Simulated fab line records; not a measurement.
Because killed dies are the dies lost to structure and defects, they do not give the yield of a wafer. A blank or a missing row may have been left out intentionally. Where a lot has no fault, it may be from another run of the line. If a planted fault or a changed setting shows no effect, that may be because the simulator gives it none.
A sampling plan put to the test || flow berkeleyCmos170 || each of the 5 faults these records tell of, on one fab line, judged from the records of the lots it struck
What counts as the plan is the set of the line's own looks, namely the steps on the route at which a gauge or an inspection reads a wafer and does not change it. A look is open to judgement when struck wafers have a number at it and the file gives its usual mean and standard deviation on fault-free wafers. Caught: at a look after the fault's first step, the mean of the struck wafers lies 4 or more of those standard deviations (sigma) from the usual mean. On the tool: the same test on the tool's own readings at the fault's steps. A different recipe on the struck wafers counts as caught too, as does a record blank only for those wafers.

## THE FAULTS, as the simulator had put them in
1. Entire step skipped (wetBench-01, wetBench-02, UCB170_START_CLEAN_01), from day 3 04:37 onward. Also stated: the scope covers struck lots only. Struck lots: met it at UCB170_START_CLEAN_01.
2. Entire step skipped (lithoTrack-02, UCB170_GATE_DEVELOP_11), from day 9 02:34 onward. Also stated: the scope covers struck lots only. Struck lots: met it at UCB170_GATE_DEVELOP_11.
3. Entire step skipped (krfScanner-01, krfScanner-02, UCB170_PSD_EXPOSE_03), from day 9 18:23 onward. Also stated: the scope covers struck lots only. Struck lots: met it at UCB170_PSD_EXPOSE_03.
4. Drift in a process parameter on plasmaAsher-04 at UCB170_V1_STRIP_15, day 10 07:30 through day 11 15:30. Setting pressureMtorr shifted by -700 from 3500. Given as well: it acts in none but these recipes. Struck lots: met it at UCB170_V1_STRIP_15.
5. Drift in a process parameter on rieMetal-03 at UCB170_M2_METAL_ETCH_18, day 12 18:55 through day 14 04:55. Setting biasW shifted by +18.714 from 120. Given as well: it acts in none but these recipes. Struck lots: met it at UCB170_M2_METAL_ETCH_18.

## WHAT THE PLAN SAW
{"fault": 1, "on the tool itself": "the tool's record is blank for the struck wafers", "first look that catches it": "none of the 2 looks that can be judged after it", "reading, sigma": "-", "median hours from its first step to that look": "-", "hours from the fault's start to the first struck lot there": "-", "judged looks passed uncaught": 2}
{"fault": 2, "on the tool itself": "the tool's record is blank for the struck wafers", "first look that catches it": "no look after it can be judged", "reading, sigma": "-", "median hours from its first step to that look": "-", "hours from the fault's start to the first struck lot there": "-", "judged looks passed uncaught": 0}
{"fault": 3, "on the tool itself": "no reading that can be judged", "first look that catches it": "no look after it can be judged", "reading, sigma": "-", "median hours from its first step to that look": "-", "hours from the fault's start to the first struck lot there": "-", "judged looks passed uncaught": 0}
{"fault": 4, "on the tool itself": "chamberPressureMTorr -99 or beyond sigma", "first look that catches it": "no look after it can be judged", "reading, sigma": "-", "median hours from its first step to that look": "-", "hours from the fault's start to the first struck lot there": "-", "judged looks passed uncaught": 0}
{"fault": 5, "on the tool itself": "biasW +54 sigma", "first look that catches it": "no look after it can be judged", "reading, sigma": "-", "median hours from its first step to that look": "-", "hours from the fault's start to the first struck lot there": "-", "judged looks passed uncaught": 0}
Dash: fault not caught, or number not given in these records.

Caught at a look: 0 of 5. Caught on the tool: 4 of 5. By one or the other: 4 of 5.
Faults caught by the tool alone: 1, 2, 4, 5.
Caught by neither: fault 3.
